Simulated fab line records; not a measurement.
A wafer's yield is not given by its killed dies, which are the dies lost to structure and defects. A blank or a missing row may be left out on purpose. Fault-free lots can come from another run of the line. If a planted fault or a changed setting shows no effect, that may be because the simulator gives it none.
One fault through the eyes of 2 desks | flow ritCmos | only its own numbers are on each desk; what lay behind them is given at the end

FOR THE TOOL OWNER'S DESK: pvdSputter-03
The tool's own readings at RIT_SILICIDE_SPUTTER_01 (material Ti, target thk 30 nm, time 240 s): means of the sampled wafers that have a number, for each lot that ran on this tool. Any lot whose mean is over 4 standard deviations away from the usual mean is out of limits and marked OUT; that distance is given in the brackets.
Columns: A = substrateTempC at RIT_SILICIDE_SPUTTER_01, usual 25.00 C; B = throttleValvePct at RIT_SILICIDE_SPUTTER_01, usual 30.1 %
lot  | first seen here | A     | B
L365 | day 3 04:17     | 25.04 | 29.5
L366 | day 3 11:04     | 25.02 | 29.7
L368 | day 3 21:16     | 24.97 | 30.6
L370 | day 4 08:18     | 25.13 | 31.5
L372 | day 4 16:55     | 25.06 | 30.5
L380 | day 6 16:51     | 25.05 | 29.6
This desk's verdict: no lot among the 6 shows anything out of limits.

AT THE METROLOGY DESK
What the gauges read for every lot (on any tool): the sampled wafers with a number, averaged. Any lot whose mean is over 4 standard deviations away from the usual mean is out of limits and marked OUT; that distance is given in the brackets.
Columns: A = PSD_TW at RIT_PSD_TW_MEAS_10, usual 3442; B = SILICIDE_TI_RS at RIT_SILICIDE_RS_MEAS_02, usual 49.7 ohm/sq; C = SILICIDE_TI_THK at RIT_SILICIDE_THK_MEAS_03, usual 29.2 nm
lot  | first seen here | A    | B    | C
L365 | day 3 03:17     | 3442 | 49.3 | 29.4
L366 | day 3 10:06     | 3448 | 49.6 | 29.2
L368 | day 3 20:19     | 3500 | 50.9 | 28.6
L369 | day 4 01:53     | 3493 | 49.2 | 29.2
L370 | day 4 07:20     | 3410 | 50.0 | 29.0
L372 | day 4 15:56     | 3411 | 50.2 | 28.9
L377 | day 6 03:28     | 3417 | 49.2 | 29.5
L380 | day 6 15:41     | 3516 | 47.7 | 30.4
L382 | day 6 19:25     | 3405 | 49.4 | 29.1
L383 | day 6 23:40     | 3411 | 48.2 | 29.9
L384 | day 7 06:10     | 3434 | 49.8 | 29.1
L386 | day 7 12:13     | 3434 | 49.4 | 29.4
L388 | day 7 22:20     | 3437 | 48.7 | 29.7
This desk's verdict: no lot among the 13 shows anything out of limits.

TAKEN TOGETHER
The tool owner's desk saw nothing out of limits.
The metrology desk saw nothing out of limits.

WHAT HAD BEEN PUT IN BY THE SIMULATOR
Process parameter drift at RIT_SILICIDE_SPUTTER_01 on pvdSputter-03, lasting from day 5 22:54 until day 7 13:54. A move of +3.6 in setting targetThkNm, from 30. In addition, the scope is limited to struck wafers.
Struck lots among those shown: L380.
